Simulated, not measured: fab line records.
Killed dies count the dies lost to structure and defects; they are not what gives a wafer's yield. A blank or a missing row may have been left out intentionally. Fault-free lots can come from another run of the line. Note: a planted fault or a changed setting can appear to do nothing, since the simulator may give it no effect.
Comparing a struck lot with a sound one | flow berkeley cmos170 | 14 out of 331 route steps
Sound: wafers L753.2, L753.3, L753.4. Wafers L756.1, L756.2, L756.4 were the ones struck. Last of all comes the cause.
For every step that has rows: the tool of each side, followed by ch and its chambers, followed by its first start. Under that, the readings that differ: sound wafers | struck wafers | difference of the means | sigmas: that difference in standard deviations of wafers without a fault.
alike: same words and numbers on both sides, and readings whose means sit less than 2 such deviations apart. not compared: any withheld reading, any reading some wafer has no value for, any bound like >300 that may hide the same value, and any number with overlapping values for which the record gives no deviation.
A row with sigmas, a row that says differs or no value, or rows on one side alone: a step with any of these is where the two part. Numbers that have no deviation but don't overlap get no sigmas and don't part them. A reading missing from all wafers of one side parts the sides only when that side holds two or more wafers.

first, 5 steps without rows for these wafers: UCB170_NWELL_WET_ETCH_18 (etches Si3N4 in H3PO4, time 14400 s); UCB170_NWELL_WET_ETCH_19 (etches SiO2 in BOE, time 22 s); UCB170_PWELL_CLEAN_00 (cleans in SPM, time 600 s); UCB170_PWELL_CLEAN_01 (cleans in dHF, time 60 s); UCB170_PWELL_OXIDATION_02 (target thk 26.4 nm, ox time 1260 s).
UCB170_PWELL_THK_MEAS_03:
  struck on film metro-02, day 4 10:56; sound on film metro-01, day 3 11:15
  alike: PWELL_OXIDE_THK
then, 2 steps without rows for these wafers: UCB170_PWELL_ANNEAL_04 (time 900 s); UCB170_PWELL_CVD_05 (deposits Si3N4 from SiH2Cl2/NH3, target thk 220 nm, time 3300 s).
UCB170_PWELL_THK_MEAS_06:
  struck on film metro-03, day 4 18:43; sound on film metro-02, day 3 18:17
  alike: PWELL_NITRIDE_THK
then, 3 steps without rows for these wafers: UCB170_PWELL_HMDS_07 (prime time 60 s); UCB170_PWELL_COAT_08 (resist thk 900 nm); UCB170_PWELL_SOFTBAKE_09 (time 60 s).
UCB170_PWELL_EXPOSE_10: exposes mask PWELL, target cd 3000 nm.
  struck on krf scanner-02, day 4 19:20; sound on krf scanner-02 ch 0, day 3 18:59
  no value came back on the struck wafers for exposure dose mJ cm2, focus offset nm (nm), stage vel mm s (mm/s); on the sound wafers exposure dose mJ cm2 reads 18.999 19.015 19.005
  alike: mask
UCB170_PWELL_PEB_11:
  sound on litho track-03 ch 0, day 3 19:49; struck on litho track-04 ch 0, day 4 19:45
  alike: plate sensor t centre C, plate sensor t edge C

WHERE THEY PART
Only at UCB170_PWELL_EXPOSE_10, within this record. Later steps at which nothing parts them and some readings are alike: UCB170_PWELL_PEB_11.

WHY: what the simulator had put in
Beginning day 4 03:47, the whole step at UCB170_PWELL_EXPOSE_10 was skipped on krf scanner-02. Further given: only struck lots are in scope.
